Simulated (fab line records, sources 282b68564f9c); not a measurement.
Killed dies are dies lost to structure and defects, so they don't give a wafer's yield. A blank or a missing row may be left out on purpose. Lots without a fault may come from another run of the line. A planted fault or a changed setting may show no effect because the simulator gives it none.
Which tool did it? | flow rit_cmos | 14 lots, 42 wafers sampled, at 5 steps of a route of 202

WHAT THE GAUGES READ, wafer by wafer
RIT_SDANNEAL_RS_MEAS_05: measures by four-point-probe.
lot  | measured    | on            | NSD_RS (ohm/sq)
L990 | day 3 10:02 | film_metro-01 | 84.5 84.5 84.4
L991 | day 3 16:12 | film_metro-02 | 84.7 84.4 84.7
L992 | day 3 22:09 | film_metro-02 | 84.3 84.8 84.6
L993 | day 4 03:32 | film_metro-03 | 84.8 84.5 84.9
L995 | day 4 18:43 | film_metro-02 | 84.9 85.1 85.3
L996 | day 4 21:34 | film_metro-01 | 84.7 84.8 84.6
L997 | day 5 01:29 | film_metro-01 | 84.8 84.4 84.7
L100 | day 5 14:40 | film_metro-03 | 84.3 84.5 84.9
L102 | day 6 00:32 | film_metro-01 | 85.0 85.3 85.0
L103 | day 6 04:49 | film_metro-01 | 85.5 85.4 85.1
L108 | day 7 05:22 | film_metro-03 | 84.3 83.9 84.7
L109 | day 7 06:45 | film_metro-03 | 84.4 84.5 84.5
L111 | day 7 13:23 | film_metro-03 | 84.5 84.4 84.5
L112 | day 7 22:24 | film_metro-03 | 85.3 85.1 85.3

RIT_CONTACT_CD_MEAS_90: target cd 1000 nm.
lot  | measured    | on        | cd_nm (nm)
L990 | day 3 12:40 | cd_sem-02 | 1004.4 1006.3 1006.2
L991 | day 3 18:58 | cd_sem-01 | 999.3 1000.0 1000.4
L992 | day 4 00:47 | cd_sem-01 | 999.3 998.6 996.9
L993 | day 4 06:14 | cd_sem-01 | 997.4 999.2 998.2
L995 | day 4 21:42 | cd_sem-02 | 997.8 995.4 999.3
L996 | day 5 00:38 | cd_sem-02 | 999.8 999.2 1000.3
L997 | day 5 04:07 | cd_sem-02 | 997.0 997.9 998.7
L100 | day 5 17:23 | cd_sem-02 | 998.0 997.7 999.8
L102 | day 6 03:26 | cd_sem-01 | 1001.1 1004.0 1000.4
L103 | day 6 07:26 | cd_sem-01 | 997.8 997.3 996.7
L108 | day 7 08:08 | cd_sem-02 | 999.9 997.6 999.4
L109 | day 7 09:23 | cd_sem-02 | 1001.6 999.2 999.8
L111 | day 7 16:17 | cd_sem-01 | 999.4 999.5 997.6
L112 | day 8 01:10 | cd_sem-01 | 1000.1 1002.8 999.6

RIT_M1_THK_MEAS_02: measures by xrf.
lot  | measured    | on            | M1_AL_THK (nm)
L990 | day 3 13:34 | film_metro-02 | 399 405 407
L991 | day 3 19:50 | film_metro-02 | 408 406 404
L992 | day 4 01:41 | film_metro-03 | 404 403 403
L993 | day 4 07:06 | film_metro-03 | 405 406 404
L995 | day 4 22:35 | film_metro-01 | 397 391 390
L996 | day 5 01:31 | film_metro-03 | 402 405 407
L997 | day 5 05:00 | film_metro-03 | 402 401 405
L100 | day 5 18:16 | film_metro-01 | 403 398 404
L102 | day 6 04:20 | film_metro-03 | 405 404 406
L103 | day 6 08:21 | film_metro-02 | 400 398 401
L108 | day 7 09:04 | film_metro-02 | 403 402 406
L109 | day 7 10:19 | film_metro-03 | 401 398 403
L111 | day 7 17:10 | film_metro-01 | 394 397 398
L112 | day 8 02:13 | film_metro-03 | 398 404 399

RIT_M1_CD_MEAS_90: target cd 2600 nm.
lot  | measured    | on        | cd_nm (nm)
L990 | day 3 15:34 | cd_sem-01 | 2599.1 2597.4 2600.0
L991 | day 3 21:58 | cd_sem-01 | 2596.4 2597.7 2596.7
L992 | day 4 03:46 | cd_sem-01 | 2605.8 2605.5 2603.7
L993 | day 4 09:16 | cd_sem-01 | 2600.4 2598.7 2599.0
L995 | day 5 00:57 | cd_sem-02 | 2597.7 2595.8 2596.0
L996 | day 5 03:41 | cd_sem-02 | 2595.3 2596.4 2595.5
L997 | day 5 06:59 | cd_sem-02 | 2600.3 2598.7 2601.8
L100 | day 5 20:20 | cd_sem-02 | 2602.7 2599.4 2600.5
L102 | day 6 06:14 | cd_sem-02 | 2597.7 2593.2 2592.4
L103 | day 6 10:15 | cd_sem-01 | 2597.3 2597.6 2595.8
L108 | day 7 10:56 | cd_sem-02 | 2606.2 2601.9 2604.0
L109 | day 7 12:11 | cd_sem-02 | 2598.1 2595.4 2600.1
L111 | day 7 19:10 | cd_sem-01 | 2606.7 2609.5 2607.2
L112 | day 8 04:26 | cd_sem-01 | 2598.5 2599.2 2599.1

WHICH TOOL RAN EACH LOT (tool, then ch and the chambers of the sampled wafers, then the start)
lot  | RIT_M1_METAL_ETCH_12
L990 | rie_metal-02 ch 0, day 3 15:02
L991 | rie_metal-01 ch 0,1, day 3 21:26
L992 | rie_metal-04 ch 0,1, day 4 03:16
L993 | rie_metal-02 ch 1, day 4 08:42
L995 | rie_metal-04 ch 0,1, day 5 00:27
L996 | rie_metal-02 ch 1, day 5 03:02
L997 | rie_metal-01 ch 0,1, day 5 06:28
L100 | rie_metal-01 ch 0,1, day 5 19:46
L102 | rie_metal-04 ch 0,1, day 6 05:44
L103 | rie_metal-01 ch 0,1, day 6 09:41
L108 | rie_metal-01 ch 0,1, day 7 10:25
L109 | rie_metal-04 ch 0,1, day 7 11:40
L111 | rie_metal-01 ch 0,1, day 7 18:38
L112 | rie_metal-04 ch 0,1, day 8 03:45
- RIT_M1_METAL_ETCH_12: etches Al in Cl2/BCl3, stops on SiO2, time 165 s, target depth 600 nm.

WHAT THE TOOLS THEMSELVES READ (means of the sampled wafers that have a number; where no wafer has one, the mark that the record gives instead)
RIT_M1_METAL_ETCH_12.
lot  | tool         | bcl3_flow_sccm (sccm) | drypump_motor_current_A (A) | oes_product_au (a.u.) | rf_fwd_power_W (W) | throttle_valve_pct (%)
L990 | rie_metal-02 | 49.83                 | 6.05                        | 0.786                 | 249.3              | 8.12
L991 | rie_metal-01 | 50.08                 | 5.67                        | 0.775                 | 249.5              | 8.24
L992 | rie_metal-04 | 49.97                 | 5.35                        | 0.800                 | 249.2              | 8.23
L993 | rie_metal-02 | 49.99                 | 5.25                        | 0.783                 | 249.3              | 8.29
L995 | rie_metal-04 | 50.01                 | 5.32                        | 0.788                 | 249.8              | 8.24
L996 | rie_metal-02 | 49.80                 | 5.25                        | 0.781                 | 249.4              | 8.30
L997 | rie_metal-01 | 49.90                 | 5.79                        | 0.780                 | 249.1              | 8.18
L100 | rie_metal-01 | 49.96                 | 5.83                        | 0.788                 | 248.6              | 8.18
L102 | rie_metal-04 | 50.05                 | 5.33                        | 0.801                 | 248.2              | 8.23
L103 | rie_metal-01 | 50.10                 | 5.78                        | 0.771                 | 248.6              | 8.19
L108 | rie_metal-01 | 50.03                 | 5.68                        | 0.774                 | 218.3              | 8.24
L109 | rie_metal-04 | 50.19                 | 5.32                        | 0.798                 | 250.1              | 8.23
L111 | rie_metal-01 | 49.93                 | 5.67                        | 0.767                 | 219.3              | 8.25
L112 | rie_metal-04 | 49.91                 | 5.29                        | 0.794                 | 247.8              | 8.25

THE ANSWER, worked out from the rows above alone
Rule: what is usual is taken from the lots themselves. Put in order of their means at a reading, lots are off if they are a third of the lots or fewer, leave a main group of 4 or more, and stand apart from it by a gap of 3 or more times the standard deviation of the main group's means; of several such gaps the widest counts. A main group whose means are all the same, to the digits that the tables above print for the reading, isn't used. A lot without any number at a reading at which 4 lots or more have one is off too. The other lots that the step has rows for count as sound. The gauges are gone through in route order, then the tools' own readings, and for those a lot's mean is taken as printed above. The first step at which some lot is off is used, and at that step the reading that is off furthest; a lot without a number counts as furthest.
Off: L108, L111, at RIT_M1_METAL_ETCH_12 (rf_fwd_power_W). The main group: mean 249.1 W, standard deviation 0.63.
A tool fits if, at that step or a process step before it, it ran every lot that is off, and no sound lot after the first of them. One fits: rie_metal-01 at RIT_M1_METAL_ETCH_12. Its last sound lot is L103 (day 6 09:41), its first lot that is off L108 (day 7 10:25): a fault that began between those two fits.
The tool's own readings at RIT_M1_METAL_ETCH_12 bear it out: on the lots that are off they differ by more than 5 times the standard deviation of the sound lots' means. rf_fwd_power_W reads 218.8 W there against 249.1 W on the sound lots.

WHAT THE SIMULATOR HAD PUT IN
Process parameter drift: rie_metal-01, from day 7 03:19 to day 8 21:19, at RIT_M1_METAL_ETCH_12. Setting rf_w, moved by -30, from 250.
Lots struck among those shown: L108, L111. The rule above found the same.
